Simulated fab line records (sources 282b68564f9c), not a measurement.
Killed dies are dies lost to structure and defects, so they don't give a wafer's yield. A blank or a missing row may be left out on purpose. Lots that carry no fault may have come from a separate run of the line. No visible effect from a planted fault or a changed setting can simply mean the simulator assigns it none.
Which of the tools did it? :: flow rit_cmos :: Sampling: 14 lots, 42 wafers, 3 of 202 route steps

== WHAT THE GAUGES READ, wafer by wafer ==
RIT_NLDD_TW_MEAS_10. Usual: NLDD_TW 2488, standard deviation 21.
lot: L891
measured: day 3 03:02
on: film_metro-02
NLDD_TW: 2503 2497 2496
flag: 

lot: L893
measured: day 3 09:08
on: film_metro-02
NLDD_TW: 2505 2503 2507
flag: 

lot: L894
measured: day 3 11:02
on: film_metro-02
NLDD_TW: 2509 2504 2505
flag: 

lot: L895
measured: day 3 15:20
on: film_metro-02
NLDD_TW: 2485 2492 2496
flag: 

lot: L897
measured: day 4 00:47
on: film_metro-03
NLDD_TW: 2496 2497 2501
flag: 

lot: L899
measured: day 4 10:20
on: film_metro-01
NLDD_TW: 2470 2470 2470
flag: 

lot: L901
measured: day 4 19:53
on: film_metro-01
NLDD_TW: 2471 2459 2464
flag: 

lot: L902
measured: day 5 01:29
on: film_metro-02
NLDD_TW: 2513 2508 2520
flag: 

lot: L905
measured: day 5 15:05
on: film_metro-03
NLDD_TW: 2488 2488 2494
flag: 

lot: L908
measured: day 6 06:13
on: film_metro-03
NLDD_TW: 2727 2718 2731 2720 2739 2735
flag: OFF

lot: L910
measured: day 6 17:06
on: film_metro-02
NLDD_TW: 2756 2765 2755 2762 2757 2747
flag: OFF

lot: L911
measured: day 6 21:13
on: film_metro-01
NLDD_TW: 2482 2484 2476
flag: 

lot: L912
measured: day 7 03:37
on: film_metro-01
NLDD_TW: 2461 2470 2461
flag: 

lot: L914
measured: day 7 13:10
on: film_metro-01
NLDD_TW: 2462 2459 2462
flag: 

RIT_SDANNEAL_RS_MEAS_07: the measuring method here is four-point-probe. Usual: NLDD_RS 151.4 ohm/sq, standard deviation 0.56.
lot: L891
measured: day 3 10:58
on: film_metro-03
NLDD_RS (ohm/sq): 151.1 151.2 151.5
flag: 

lot: L893
measured: day 3 17:20
on: film_metro-01
NLDD_RS (ohm/sq): 151.4 151.3 151.0
flag: 

lot: L894
measured: day 3 18:56
on: film_metro-01
NLDD_RS (ohm/sq): 151.5 151.6 151.8
flag: 

lot: L895
measured: day 3 23:25
on: film_metro-01
NLDD_RS (ohm/sq): 151.2 151.9 150.9
flag: 

lot: L897
measured: day 4 08:40
on: film_metro-02
NLDD_RS (ohm/sq): 151.2 150.9 151.5
flag: 

lot: L899
measured: day 4 18:14
on: film_metro-02
NLDD_RS (ohm/sq): 150.9 150.7 150.6
flag: 

lot: L901
measured: day 5 03:46
on: film_metro-02
NLDD_RS (ohm/sq): 151.3 152.6 151.9
flag: 

lot: L902
measured: day 5 09:22
on: film_metro-02
NLDD_RS (ohm/sq): 151.6 152.4 152.7
flag: 

lot: L905
measured: day 6 00:04
on: film_metro-01
NLDD_RS (ohm/sq): 151.6 152.0 151.6
flag: 

lot: L908
measured: day 6 17:04
on: film_metro-02
NLDD_RS (ohm/sq): 113.4 113.6 113.4 113.4 113.9 113.6
flag: OFF

lot: L910
measured: day 7 03:40
on: film_metro-02
NLDD_RS (ohm/sq): 112.9 113.4 113.3 113.2 113.1 113.4
flag: OFF

lot: L911
measured: day 7 05:34
on: film_metro-01
NLDD_RS (ohm/sq): 152.0 151.6 152.2
flag: 

lot: L912
measured: day 7 11:23
on: film_metro-03
NLDD_RS (ohm/sq): 150.6 150.6 151.3
flag: 

lot: L914
measured: day 7 21:08
on: film_metro-02
NLDD_RS (ohm/sq): 151.5 151.7 151.8
flag: 

== TOOL THAT RAN EACH LOT (tool first, then ch and the chambers of the sampled wafers, then the start) ==
lot: L891
RIT_NLDD_IMPLANT_08: implanter-01 ch 0, day 3 02:43

lot: L893
RIT_NLDD_IMPLANT_08: implanter-01 ch 0, day 3 08:49

lot: L894
RIT_NLDD_IMPLANT_08: implanter-03 ch 0, day 3 10:42

lot: L895
RIT_NLDD_IMPLANT_08: implanter-02 ch 0, day 3 15:02

lot: L897
RIT_NLDD_IMPLANT_08: implanter-02 ch 0, day 4 00:29

lot: L899
RIT_NLDD_IMPLANT_08: implanter-02 ch 0, day 4 10:02

lot: L901
RIT_NLDD_IMPLANT_08: implanter-01 ch 0, day 4 19:36

lot: L902
RIT_NLDD_IMPLANT_08: implanter-02 ch 0, day 5 01:11

lot: L905
RIT_NLDD_IMPLANT_08: implanter-03 ch 0, day 5 14:46

lot: L908
RIT_NLDD_IMPLANT_08: implanter-02 ch 0, day 6 05:55

lot: L910
RIT_NLDD_IMPLANT_08: implanter-02 ch 0, day 6 16:46

lot: L911
RIT_NLDD_IMPLANT_08: implanter-01 ch 0, day 6 20:53

lot: L912
RIT_NLDD_IMPLANT_08: implanter-03 ch 0, day 7 03:17

lot: L914
RIT_NLDD_IMPLANT_08: implanter-03 ch 0, day 7 12:50
- RIT_NLDD_IMPLANT_08

== WHAT THE TOOLS THEMSELVES READ (means of the sampled wafers that have a number; where no wafer has one, the mark that the record gives instead) ==
RIT_NLDD_IMPLANT_08. Usual: beam_on_s 9.98 s, standard deviation 0.21; end_station_pressure_torr 6.23e-06 Torr, standard deviation 2.9e-07; faraday_current_uA 1575, standard deviation 33.
lot: L891
tool: implanter-01
beam_on_s (s): 9.68
end_station_pressure_torr (Torr): 6.23e-06
faraday_current_uA: 1620
flag: 

lot: L893
tool: implanter-01
beam_on_s (s): 10.12
end_station_pressure_torr (Torr): 6.38e-06
faraday_current_uA: 1555
flag: 

lot: L894
tool: implanter-03
beam_on_s (s): 9.84
end_station_pressure_torr (Torr): 6.15e-06
faraday_current_uA: 1595
flag: 

lot: L895
tool: implanter-02
beam_on_s (s): 10.05
end_station_pressure_torr (Torr): 6.25e-06
faraday_current_uA: 1570
flag: 

lot: L897
tool: implanter-02
beam_on_s (s): 10.01
end_station_pressure_torr (Torr): 6.09e-06
faraday_current_uA: 1571
flag: 

lot: L899
tool: implanter-02
beam_on_s (s): 9.86
end_station_pressure_torr (Torr): 6.08e-06
faraday_current_uA: 1592
flag: 

lot: L901
tool: implanter-01
beam_on_s (s): 10.01
end_station_pressure_torr (Torr): 6.22e-06
faraday_current_uA: 1569
flag: 

lot: L902
tool: implanter-02
beam_on_s (s): 9.92
end_station_pressure_torr (Torr): 6.40e-06
faraday_current_uA: 1585
flag: 

lot: L905
tool: implanter-03
beam_on_s (s): 9.76
end_station_pressure_torr (Torr): 6.30e-06
faraday_current_uA: 1612
flag: 

lot: L908
tool: implanter-02
beam_on_s (s): 14.28
end_station_pressure_torr (Torr): 5.96e-06
faraday_current_uA: 1101
flag: OFF

lot: L910
tool: implanter-02
beam_on_s (s): 14.46
end_station_pressure_torr (Torr): 6.26e-06
faraday_current_uA: 1086
flag: OFF

lot: L911
tool: implanter-01
beam_on_s (s): 9.95
end_station_pressure_torr (Torr): 5.78e-06
faraday_current_uA: 1580
flag: 

lot: L912
tool: implanter-03
beam_on_s (s): 9.91
end_station_pressure_torr (Torr): 6.13e-06
faraday_current_uA: 1584
flag: 

lot: L914
tool: implanter-03
beam_on_s (s): 9.68
end_station_pressure_torr (Torr): 6.25e-06
faraday_current_uA: 1625
flag: 

== THE ANSWER, worked out from the rows above alone ==
Rule: a lot is off if the mean of its wafers that have a number lies more than 3 standard deviations from the usual mean. Also off: a lot with no number at a reading for which 4 or more lots have one. Where the step has rows for the other lots, those lots are counted as sound. After the gauges, taken in route order, come the tools' own readings; for these a lot's mean is taken, as printed above. The first step at which some lot is off is used, and at that step the reading that is off furthest; a lot without a number counts as furthest.
Off: L908, L910, seen at RIT_NLDD_TW_MEAS_10 (NLDD_TW).
A tool fits if, at a process step before that reading, it ran every lot that is off, and no sound lot after the first of them. The gauges at RIT_NLDD_TW_MEAS_10 aren't tried: what is off there is off at RIT_NLDD_IMPLANT_08 too, on other tools, and a gauge's error can't cause that. One fits: implanter-02 at RIT_NLDD_IMPLANT_08. A fault onset in the window from L902 (day 5 01:11, its last sound lot) to L908 (day 6 05:55, its first lot off) fits.
The tool's own readings at RIT_NLDD_IMPLANT_08 bear it out: on the lots that are off they differ by more than 5 times the standard deviation of the sound lots' means. beam_on_s reads 14.37 s there against 9.90 s on the sound lots; faraday_current_uA reads 1094 there against 1588 on the sound lots.

== WHAT THE SIMULATOR HAD INSERTED ==
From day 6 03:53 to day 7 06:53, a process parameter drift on implanter-02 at RIT_NLDD_IMPLANT_08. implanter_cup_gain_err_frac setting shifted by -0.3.
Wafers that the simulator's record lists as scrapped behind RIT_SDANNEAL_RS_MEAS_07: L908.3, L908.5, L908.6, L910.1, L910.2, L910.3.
Lots struck among those shown: L908, L910. Same finding as the rule above.
